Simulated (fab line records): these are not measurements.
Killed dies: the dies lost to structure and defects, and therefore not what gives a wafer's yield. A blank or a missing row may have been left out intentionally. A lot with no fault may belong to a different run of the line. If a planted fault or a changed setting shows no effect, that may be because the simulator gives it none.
fab line records	flow rit_cmos
record: lots: 13	wafers: 39	last_day: 7
route steps=202 shown PLDD@123 SILICIDE@162 CONTACT@177 M1@202
lots with no fault: from the same line, run without faults
start_h: the number of hours between the record's first day and the start of the first shown wafer of the lot	wait_h: hours since the lot's step before	" identical to the entry in the row above	L1.1+2: one row covering several wafers at once	- value missing, or start not given	* or withheld: withheld	< > ~ a bound
route shown NAME@n: NAME is a module with steps in the file, n the number in the route of the first one	usual: mean/standard deviation taken from wafers without a fault	same: alike in all rows	chamber/n: place in a boat	sites: readings site by site	_std_site: the values' standard deviation	_edge_site: mean of outer sites minus mean of inner sites	radius_mm: for every site, how far away it sits from the centre of the wafer	mask NAME#n: copy n	behind: the last tool/chamber to shape the wafer	hold: what put the lot on hold/how long, in hours/how the hold closed	device: the n, p or np transistor that did not switch	end of line: at the end of the route, the tests of the same wafers	where a step has no rows: the recipe by itself	killed: at the first sort, the dies lost to defects and structure; wafer yield is something else	map: per-die view of a wafer (x killed, . not killed, _ where there is no die)
set.NAME: the run value of the setting; set.NAME@STEP: its run value at that earlier step	model.NAME: the simulator's own value behind a step, which no gauge read
a sample of lots followed through the steps of the route, with each step as a table and each wafer as a row
services: when a tool's chamber went out of use (start_h, in hours from the record's first day, below 0 if earlier), for how many hours, and the reason
== steps ==
step: RIT_PLDD_STRIP_09
recipe: chemistry: O2	time_s: 180	resist: NOVOLAK	platen_temp_c: withheld	power_w: 500	pressure_mtorr: 4000	o2_flow_sccm: 4000
usual: drypump_motor_current_A: 5.8/0.52	o2_flow_sccm: 4000/10
lot.wafer	tool	chamber	start_h	wait_h	drypump_motor_current_A	o2_flow_sccm	rf_hours_counter_h
L453.1	plasma_asher-01	0	48.42	0.1	5.0	4007	41
L453.2	"	1	"	"	6.2	4002	41
L453.4	"	1	"	"	6.2	4024	-
L454.1	plasma_asher-01	1	54.19	0.1	6.3	3999	42
L454.4	"	0	"	"	5.1	3998	-
L454.6	"	1	"	"	6.2	4014	-
L455.2	plasma_asher-01	1	58.07	0.1	6.3	4003	42
L455.3	"	1	"	"	6.2	4009	-
L455.5	"	1	"	"	6.2	3985	-
L456.1	plasma_asher-04	0	60.22	0.1	6.2	3991	40
L456.3	"	0	"	"	6.2	3980	-
L456.6	"	0	"	"	6.2	4000	-
L458.1	plasma_asher-02	1	72.63	0.1	5.9	3995	43
L458.2	"	0	"	"	6.3	4003	43
L458.4	"	1	"	"	5.9	3990	-
L461.2	plasma_asher-02	0	87.48	0.1	6.3	3990	45
L461.3	"	1	"	"	6.0	3995	-
L461.4	"	0	"	"	6.3	3986	-
L467.1	plasma_asher-02	0	117.40	0.1	6.3	4003	49
L467.3	"	0	"	"	6.3	3984	-
L467.6	"	1	"	"	5.9	3983	-
L469.3	plasma_asher-01	1	127.45	0.1	6.3	3991	-
L469.5	"	1	"	"	6.3	3996	-
L469.6	"	0	"	"	5.0	4001	-
L471.2	plasma_asher-02	0	137.52	0.1	6.3	3999	51
L471.5	"	1	"	"	5.9	4004	-
L471.6	"	0	"	"	6.3	4006	-
L472.2	plasma_asher-01	0	141.08	0.1	5.1	4012	52
L472.5	"	0	"	"	5.0	4002	-
L472.6	"	1	"	"	6.3	4004	-
L474.3	plasma_asher-02	1	150.23	0.1	5.9	4015	-
L474.4	"	0	"	"	6.3	4010	-
L474.6	"	0	"	"	6.3	3997	-
L475.4	plasma_asher-02	0	156.67	0.1	6.3	3992	-
L475.5	"	1	"	"	5.9	4030	-
L475.6	"	0	"	"	6.3	3995	-
L476.1	plasma_asher-01	0	159.88	0.1	5.0	4002	54
L476.4	"	0	"	"	5.0	4022	-
L476.5	"	0	"	"	5.0	4010	-
step: RIT_SILICIDE_SPUTTER_01
recipe: material: Ti	target_thk_nm: 30	power_w: 350	chamber_pressure_pa: 0.667	gas: Ar	time_s: 240	substrate_temp_c: 25
usual: throttle_valve_pct: 29.9/1
lot.wafer	tool	chamber	start_h	wait_h	throttle_valve_pct
L453.1	pvd_sputter-02	-	55.14	0.0	29.6
L453.2	"	-	"	"	31.6
L453.4	"	-	"	"	28.7
L454.1	pvd_sputter-01	-	60.80	0.0	30.4
L454.4	"	-	"	"	30.5
L454.6	"	-	"	"	30.7
L455.2	pvd_sputter-02	-	65.39	0.0	28.4
L455.3	"	-	"	"	31.7
L455.5	"	-	"	"	28.8
L456.1	pvd_sputter-03	-	67.10	0.0	28.1
L456.3	"	-	"	"	29.9
L456.6	"	-	"	"	29.2
L458.1	pvd_sputter-01	-	79.36	0.0	30.1
L458.2	"	-	"	"	30.2
L458.4	"	-	"	"	30.4
L461.2	pvd_sputter-02	-	94.91	0.0	28.4
L461.3	"	-	"	"	31.7
L461.4	"	-	"	"	29.6
L467.1	pvd_sputter-02	-	124.54	0.0	28.5
L467.3	"	-	"	"	29.2
L467.6	"	-	"	"	28.9
L469.3	pvd_sputter-02	-	135.18	0.0	29.7
L469.5	"	-	"	"	29.6
L469.6	"	-	"	"	31.9
L471.2	pvd_sputter-02	-	145.23	0.0	28.5
L471.5	"	-	"	"	29.9
L471.6	"	-	"	"	28.9
L472.2	pvd_sputter-01	-	148.85	0.0	30.2
L472.5	"	-	"	"	30.5
L472.6	"	-	"	"	29.9
L474.3	pvd_sputter-03	-	156.99	0.0	31.2
L474.4	"	-	"	"	28.5
L474.6	"	-	"	"	30.8
L475.4	pvd_sputter-02	-	163.40	0.0	28.6
L475.5	"	-	"	"	31.6
L475.6	"	-	"	"	29.7
L476.1	pvd_sputter-01	-	166.56	0.0	30.4
L476.4	"	-	"	"	30.2
L476.5	"	-	"	"	30.4
step: RIT_CONTACT_OVL_MEAS_09
usual: CONTACT_OVL: 1.1/1.3
lot.wafer	tool	chamber	start_h	wait_h	CONTACT_OVL[nm]
L453.1	overlay-01	-	56.92	0.1	2.6
L453.2	"	-	"	"	3.2
L453.4	"	-	"	"	3.0
L454.1	overlay-02	-	62.69	0.1	2.4
L454.4	"	-	"	"	3.6
L454.6	"	-	"	"	-0.9
L455.2	overlay-01	-	67.23	0.1	2.7
L455.3	"	-	"	"	1.3
L455.5	"	-	"	"	0.5
L456.1	overlay-01	-	68.93	0.1	0.2
L456.3	"	-	"	"	0.6
L456.6	"	-	"	"	-0.3
L458.1	overlay-02	-	81.19	0.1	0.0
L458.2	"	-	"	"	0.6
L458.4	"	-	"	"	0.4
L461.2	overlay-02	-	96.75	0.1	0.4
L461.3	"	-	"	"	3.3
L461.4	"	-	"	"	3.4
L467.1	overlay-02	-	126.37	0.1	2.9
L467.3	"	-	"	"	3.1
L467.6	"	-	"	"	0.9
L469.3	overlay-01	-	136.90	0.1	-0.7
L469.5	"	-	"	"	-1.1
L469.6	"	-	"	"	-0.2
L471.2	overlay-02	-	147.07	0.1	0.1
L471.5	"	-	"	"	-0.2
L471.6	"	-	"	"	-0.9
L472.2	overlay-02	-	150.69	0.1	0.3
L472.5	"	-	"	"	0.5
L472.6	"	-	"	"	-0.5
L474.3	overlay-02	-	158.84	0.1	1.6
L474.4	"	-	"	"	0.6
L474.6	"	-	"	"	1.3
L475.4	overlay-02	-	165.26	0.1	0.3
L475.5	"	-	"	"	-0.1
L475.6	"	-	"	"	-1.4
L476.1	overlay-01	-	168.63	0.1	0.7
L476.4	"	-	"	"	1.1
L476.5	"	-	"	"	-1.1
step: RIT_CONTACT_ETCH_11
recipe: target_depth_a: 4800	over_etch_frac: 0.2	stop_on: TiSi2	chemistry: CHF3/CF4/Ar	target: SiO2	CHF3_flow_sccm: 50	cf4_flow_sccm: 10	Ar_flow_sccm: 100	O2_flow_sccm: 5	pressure_mtorr: 100	rf_w: 200	time_s: 320
usual: drypump_motor_current_A: 6.0/0.44	oes_product_au: 0.989/0.016	over_etch_frac: 0.2/0	throttle_valve_pct: 8.85/0.13
lot.wafer	tool	chamber	start_h	wait_h	drypump_motor_current_A	oes_product_au	over_etch_frac	rf_hours_counter_h	throttle_valve_pct
L453.1	rie_diel-03	2	57.10	0.1	6.6	0.999	0.2	9	9.06
L453.2	"	3	"	"	5.8	1.014	0.2	160	8.86
L453.4	"	1	"	"	6.3	0.982	0.2	130	8.83
L454.1	rie_diel-03	1	62.88	0.1	6.3	0.992	0.2	131	8.83
L454.4	"	0	"	"	6.0	0.955	0.2	130	8.63
L454.6	"	1	"	"	6.3	0.993	0.2	-	8.83
L455.2	rie_diel-01	1	67.41	0.1	5.0	1.004	0.2	55	8.76
L455.3	"	3	"	"	5.8	1.009	0.2	8	8.96
L455.5	"	1	"	"	5.0	1.012	0.2	-	8.75
L456.1	rie_diel-03	3	69.12	0.1	5.8	0.997	0.2	160	8.85
L456.3	"	0	"	"	6.0	0.955	0.2	130	8.65
L456.6	"	3	"	"	5.8	1.004	0.2	-	8.84
L458.1	rie_diel-03	2	81.37	0.1	6.5	0.996	0.2	10	9.06
L458.2	"	0	"	"	6.0	0.962	0.2	130	8.63
L458.4	"	3	"	"	5.8	0.998	0.2	161	8.84
L461.2	rie_diel-01	3	96.93	0.1	5.8	1.008	0.2	8	8.96
L461.3	"	1	"	"	5.0	1.005	0.2	56	8.76
L461.4	"	2	"	"	6.5	0.968	0.7	26	8.80
L467.1	rie_diel-03	0	126.56	0.1	6.0	0.969	0.2	132	8.66
L467.3	"	1	"	"	6.3	0.986	0.2	132	8.82
L467.6	"	2	"	"	6.5	0.991	0.2	-	9.05
L469.3	rie_diel-03	3	137.07	0.1	5.8	0.992	0.2	1	8.86
L469.5	"	3	"	"	5.8	1.008	0.2	-	8.86
L469.6	"	0	"	"	6.0	0.953	0.2	-	8.64
L471.2	rie_diel-02	1	147.41	0.1	5.5	1.006	0.2	62	8.84
L471.5	"	3	"	"	5.8	0.996	0.2	-	8.76
L471.6	"	0	"	"	6.2	0.974	0.2	-	8.96
L472.2	rie_diel-03	2	150.87	0.1	6.5	0.990	0.2	12	9.08
L472.5	"	0	"	"	6.0	0.968	0.2	-	8.65
L472.6	"	1	"	"	6.3	0.996	0.2	-	8.83
L474.3	rie_diel-03	1	159.01	0.1	6.3	0.985	0.2	133	8.83
L474.4	"	3	"	"	5.8	0.999	0.2	1	8.86
L474.6	"	0	"	"	6.0	0.965	0.2	-	8.64
L475.4	rie_diel-03	2	165.42	0.1	6.5	0.997	0.2	12	9.07
L475.5	"	1	"	"	6.3	0.989	0.2	-	8.83
L475.6	"	2	"	"	6.5	1.000	0.2	-	9.05
L476.1	rie_diel-02	0	168.82	0.1	6.3	0.972	0.2	139	8.96
L476.4	"	2	"	"	5.3	0.992	0.2	-	9.07
L476.5	"	0	"	"	6.3	0.981	0.2	-	8.96
step: RIT_M1_PROBE_99
usual: killed_at_contacts: 0.1/0.24	killed_at_front_end: 7/3.2	killed_dies: 7/3.2	killed_open: 3.6/2.1	killed_short: 3.5/2
same: gross_dies: 264	killed_at_M0_to_M3: 0	killed_at_M4_up: 0	killed_at_back_side: 0	killed_at_other: 0
lot.wafer	tool	chamber	start_h	wait_h	killed_at_contacts	killed_at_front_end	killed_dies	killed_open	killed_short
L453.1	prober-02	-	61.96	0.1	0	9	9	8	1
L453.2	prober-02	-	62.01	0.1	0	4	4	1	3
L453.4	prober-02	-	62.11	0.2	0	5	5	2	3
L454.1	prober-01	-	67.73	0.1	0	7	7	3	4
L454.4	prober-01	-	67.88	0.2	0	5	5	2	3
L454.6	prober-01	-	67.98	0.2	1	10	11	7	4
L455.2	prober-02	-	72.47	0.1	0	6	6	4	2
L455.3	prober-02	-	72.52	0.2	0	7	7	4	3
L455.5	prober-02	-	72.62	0.2	0	10	10	4	6
L456.1	prober-01	-	74.16	0.1	0	1	1	1	0
L456.3	prober-01	-	74.26	0.2	0	5	5	1	4
L456.6	prober-01	-	74.41	0.2	0	6	6	3	3
L458.1	prober-01	-	86.29	0.1	0	5	5	4	1
L458.2	prober-01	-	86.34	0.1	0	7	7	4	3
L458.4	prober-01	-	86.44	0.2	0	7	7	4	3
L461.2	prober-02	-	101.95	0.1	0	6	6	4	2
L461.3	prober-02	-	102.00	0.2	0	3	3	1	2
L461.4	prober-02	-	102.05	0.2	0	3	3	1	2
L467.1	prober-02	-	131.78	0.1	0	8	8	4	4
L467.3	prober-02	-	131.88	0.2	1	4	5	2	3
L467.6	prober-02	-	132.03	0.2	0	9	9	4	5
L469.3	prober-02	-	142.51	0.2	0	10	10	4	6
L469.5	prober-02	-	142.61	0.2	0	8	8	3	5
L469.6	prober-02	-	142.66	0.2	0	8	8	2	6
L471.2	prober-02	-	152.47	0.1	0	4	4	1	3
L471.5	prober-02	-	152.62	0.2	0	6	6	3	3
L471.6	prober-02	-	152.67	0.2	0	4	4	2	2
L472.2	prober-01	-	155.93	0.1	0	8	8	5	3
L472.5	prober-01	-	156.08	0.2	1	3	4	4	0
L472.6	prober-01	-	156.13	0.2	0	6	6	1	5
L474.3	prober-01	-	163.98	0.2	0	5	5	1	4
L474.4	prober-01	-	164.03	0.2	0	6	6	3	3
L474.6	prober-01	-	164.13	0.2	0	4	4	2	2
L475.4	prober-02	-	170.55	0.2	1	7	8	5	3
L475.5	prober-02	-	170.60	0.2	0	4	4	2	2
L475.6	prober-02	-	170.65	0.2	0	4	4	2	2
L476.1	prober-01	-	173.68	0.1	0	17	17	11	6
L476.4	prober-01	-	173.83	0.2	0	18	18	10	8
L476.5	prober-01	-	173.88	0.2	0	10	10	5	5
killed by level:class
L453.1 GATE:geometric_particle:open=6 FOX1:geometric_particle:short=1 FOX1:geometric_particle:open=1 SILICIDE:geometric_particle:open=1
L453.2 FOX2:geometric_particle:short=1 REOX:geometric_particle:short=1 SPACER:geometric_particle:open=1 SILICIDE:geometric_particle:short=1
L453.4 GATE:geometric_particle:short=3 GATE:geometric_particle:open=1 REOX:geometric_particle:open=1
L454.1 FOX2:geometric_particle:short=2 GATE:geometric_particle:open=2 SPACER:geometric_particle:open=1 SPACER:geometric_particle:short=1 SILICIDE:geometric_particle:short=1
L454.4 SPACER:geometric_particle:short=2 FOX1:geometric_particle:short=1 FOX1:geometric_particle:open=1 SPACER:geometric_particle:open=1
L454.6 GATE:geometric_particle:open=5 REOX:geometric_particle:short=2 GATE:geometric_particle:short=1 SPACER:geometric_particle:open=1 SILICIDE:geometric_particle:short=1 CONTACT:geometric_particle:open=1
L455.2 GATE:geometric_particle:open=2 REOX:geometric_particle:open=2 FOX2:geometric_particle:short=1 GATE:geometric_particle:short=1
L455.3 FOX1:geometric_particle:open=2 GATE:geometric_particle:short=2 GATE:geometric_particle:open=2 FOX1:geometric_particle:short=1
L455.5 GATE:geometric_particle:open=4 GATE:geometric_particle:short=2 REOX:geometric_particle:short=2 SILICIDE:geometric_particle:short=2
L456.1 SPACER:geometric_particle:open=1
L456.3 REOX:geometric_particle:short=3 GATE:geometric_particle:short=1 GATE:geometric_particle:open=1
L456.6 FOX2:geometric_particle:short=1 REOX:geometric_particle:open=1 REOX:geometric_particle:short=1 SPACER:geometric_particle:open=1 SILICIDE:geometric_particle:open=1 SILICIDE:geometric_particle:short=1
L458.1 GATE:geometric_particle:open=2 FOX1:geometric_particle:open=1 FOX2:geometric_particle:open=1 GATE:geometric_particle:short=1
L458.2 GATE:geometric_particle:open=4 GATE:geometric_particle:short=1 SPACER:geometric_particle:short=1 SILICIDE:geometric_particle:short=1
L458.4 GATE:geometric_particle:short=3 GATE:geometric_particle:open=2 REOX:geometric_particle:open=1 SPACER:geometric_particle:open=1
L461.2 GATE:geometric_particle:open=3 GATE:geometric_particle:short=1 REOX:geometric_particle:open=1 REOX:geometric_particle:short=1
L461.3 GATE:geometric_particle:open=1 GATE:geometric_particle:short=1 REOX:geometric_particle:short=1
L461.4 GATE:geometric_particle:open=1 GATE:geometric_particle:short=1 REOX:geometric_particle:short=1
L467.1 GATE:geometric_particle:open=3 GATE:geometric_particle:short=3 FOX1:geometric_particle:short=1 FOX1:geometric_particle:open=1
L467.3 GATE:geometric_particle:open=2 FOX1:geometric_particle:short=1 GATE:geometric_particle:short=1 CONTACT:geometric_particle:short=1
L467.6 GATE:geometric_particle:short=3 GATE:geometric_particle:open=2 FOX1:geometric_particle:short=1 FOX2:geometric_particle:short=1 REOX:geometric_particle:open=1 SPACER:geometric_particle:open=1
L469.3 REOX:geometric_particle:short=3 GATE:geometric_particle:open=2 GATE:geometric_particle:short=2 FOX2:geometric_particle:short=1 REOX:geometric_particle:open=1 SPACER:geometric_particle:open=1
L469.5 GATE:geometric_particle:short=3 FOX2:geometric_particle:open=1 GATE:geometric_particle:open=1 SPACER:geometric_particle:open=1 SPACER:geometric_particle:short=1 SILICIDE:geometric_particle:short=1
L469.6 GATE:geometric_particle:short=2 FOX1:geometric_particle:short=1 FOX2:geometric_particle:short=1 GATE:geometric_particle:open=1 REOX:geometric_particle:short=1 SPACER:geometric_particle:short=1 SILICIDE:geometric_particle:open=1
L471.2 REOX:geometric_particle:short=2 FOX1:geometric_particle:short=1 REOX:geometric_particle:open=1
L471.5 GATE:geometric_particle:open=2 FOX1:geometric_particle:short=1 FOX2:geometric_particle:open=1 GATE:geometric_particle:short=1 SPACER:geometric_particle:short=1
L471.6 SPACER:geometric_particle:open=2 GATE:geometric_particle:short=2
L472.2 GATE:geometric_particle:short=2 GATE:geometric_particle:open=2 SILICIDE:geometric_particle:open=2 FOX2:geometric_particle:open=1 SILICIDE:geometric_particle:short=1
L472.5 GATE:geometric_particle:open=2 FOX2:geometric_particle:open=1 CONTACT:geometric_particle:open=1
L472.6 GATE:geometric_particle:short=2 SILICIDE:geometric_particle:short=2 FOX1:geometric_particle:short=1 GATE:geometric_particle:open=1
L474.3 GATE:geometric_particle:short=2 GATE:geometric_particle:open=1 REOX:geometric_particle:short=1 SPACER:geometric_particle:short=1
L474.4 REOX:geometric_particle:open=2 FOX1:geometric_particle:short=1 GATE:geometric_particle:open=1 GATE:geometric_particle:short=1 REOX:geometric_particle:short=1
L474.6 GATE:geometric_particle:open=2 FOX1:geometric_particle:short=1 GATE:geometric_particle:short=1
L475.4 FOX2:geometric_particle:short=2 GATE:geometric_particle:open=2 FOX2:geometric_particle:open=1 CONTACT:geometric_particle:open=1 SPACER:geometric_particle:open=1 SILICIDE:geometric_particle:short=1
L475.5 FOX2:geometric_particle:open=1 FOX2:geometric_particle:short=1 GATE:geometric_particle:short=1 SPACER:geometric_particle:open=1
L475.6 GATE:geometric_particle:open=2 FOX2:geometric_particle:short=1 GATE:geometric_particle:short=1
L476.1 GATE:geometric_particle:open=6 GATE:geometric_particle:short=3 FOX1:geometric_particle:open=2 REOX:geometric_particle:open=2 SILICIDE:geometric_particle:short=2 SPACER:geometric_particle:open=1 SPACER:geometric_particle:short=1
L476.4 GATE:geometric_particle:short=4 SPACER:geometric_particle:open=4 GATE:geometric_particle:open=3 SPACER:geometric_particle:short=3 FOX1:geometric_particle:open=1 FOX2:geometric_particle:short=1 FOX2:geometric_particle:open=1 SILICIDE:geometric_particle:open=1
L476.5 FOX2:geometric_particle:short=2 FOX2:geometric_particle:open=2 GATE:geometric_particle:short=2 GATE:geometric_particle:open=1 SPACER:geometric_particle:short=1 SPACER:geometric_particle:open=1 SILICIDE:geometric_particle:open=1
== services ==
tool	chamber	start_h	hours	kind
plasma_asher-02	-	33.44	0.7	repair
pvd_sputter-03	-	51.13	4.2	repair
rie_diel-02	2	58.13	-	clean
rie_diel-02	2	58.13	14.6	scheduled_down
rie_diel-02	2	58.13	14.6	vent_cycle
pvd_sputter-02	-	84.31	8.3	repair
rie_diel-03	3	97.30	-	clean
rie_diel-03	3	97.30	18.0	scheduled_down
rie_diel-03	3	97.30	18.0	vent_cycle
rie_diel-02	1	107.61	3.9	repair
plasma_asher-04	-	108.75	9.0	pm
plasma_asher-04	0	108.75	9.0	vent_cycle
plasma_asher-04	1	108.75	9.0	vent_cycle
rie_diel-03	-	115.02	1.0	repair
plasma_asher-04	0	117.75	-	clean
plasma_asher-04	1	117.75	-	clean
rie_diel-02	-	132.26	14.6	pm
plasma_asher-04	-	135.38	1.3	repair
plasma_asher-04	-	138.57	1.2	repair
rie_diel-01	-	147.83	2.8	pm
rie_diel-02	3	160.30	6.1	repair
rie_diel-02	1	165.42	4.3	repair
== key ==
first_sign: step: RIT_CONTACT_ETCH_11	reading: over_etch_frac	direction: up	sigmas: 99+	usual: 0.2	struck: 0.7
effect none on later readings
met_at RIT_CONTACT_ETCH_11
struck_lots L461
struck_wafers L461.4
tester_left_out L461
not_acting_at RIT_PLDD_STRIP_09,RIT_SILICIDE_SPUTTER_01,RIT_CONTACT_OVL_MEAS_09
fault: kind: process_parameter_drift	tool: rie_diel-01	chamber: 2	onset_h: 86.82	steps: RIT_CONTACT_ETCH_11	channel: over_etch_frac	offset: 0.5	shape: step	end_h: 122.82	acts_in: these_recipes_only	stated: 0.2
tester_left_out: of these lots the tester's yield and bins aren't shown, on N5 and GAA mostly nor the transistor test; their killed dies are dies lost to structure and defects alone, not to doping, threshold or leakage, so they don't give the yield
